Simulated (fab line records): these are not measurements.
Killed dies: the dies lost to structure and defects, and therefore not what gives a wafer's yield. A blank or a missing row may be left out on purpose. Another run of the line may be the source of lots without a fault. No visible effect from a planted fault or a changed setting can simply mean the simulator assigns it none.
Matching of chambers | flow berkeley cmos170 | UCB170_V1_ETCH_14 on rie diel-03 has 3 sister chambers
The step etches SiO2 in CHF3/CF4/Ar, stops on Al, target depth 1250 nm, time 291 s. 14 wafers are shown with their chamber, then 3 later ones without.

== WAFERS, EACH WITH ITS CHAMBER ==
wafer  | chamber | throttle valve pct (%) | oes product au (a.u.)
L227.1 | 1       | 6.95                   | 0.881
L227.3 | 0       | 6.83                   | 0.868
L227.4 | 2       | 6.84                   | 0.875
L231.4 | 2       | 6.84                   | 0.875
L231.5 | 2       | 6.83                   | 0.878
L231.6 | 1       | 6.95                   | 0.877
L233.1 | 1       | 6.95                   | 0.873
L233.2 | 2       | 6.84                   | 0.880
L233.3 | 0       | 6.80                   | 0.873
L237.2 | 0       | 6.82                   | 0.867
L237.3 | 1       | 6.96                   | 0.890
L237.4 | 2       | 6.83                   | 0.878
L235.1 | 0       | 6.81                   | 0.873
L235.4 | 1       | 6.96                   | 0.894

SIGNATURES (averages over the wafers above)
reading            | chamber 0 | chamber 1 | chamber 2 | scatter within a chamber
throttle valve pct | 6.8150    | 6.9540    | 6.8360    | 0.0082
oes product au     | 0.87025   | 0.88300   | 0.87720   | 0.00572
Rule: a wafer lies at a distance from a chamber equal to the root of the sum of squares, over the readings, of (its reading less the chamber's mean, divided by the reading's scatter). The wafer belongs to the nearest chamber; if the next one is less than 2 further off, it can't be placed. How the scatter is found: for the shown wafers, subtract from each reading the mean of its chamber, square and add these, divide the total by (wafers less chambers), then take the root.

== WAFERS WITH NO CHAMBER GIVEN ==
wafer  | throttle valve pct (%) | oes product au (a.u.)
L247.3 | 6.96                   | 0.903
L247.4 | 6.82                   | 0.874
L248.5 | 6.82                   | 0.873

== WHICH CHAMBER EACH WENT THROUGH ==
wafer  | from the rows above     | in truth
L247.3 | 1                       | 1
L247.4 | can't be placed: 0 or 2 | 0
L248.5 | can't be placed: 0 or 2 | 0
Placed correctly: 1 of 3. From these rows, 2 cannot be placed; in 2 the true chamber is one of the candidates. Number placed wrongly: 0.
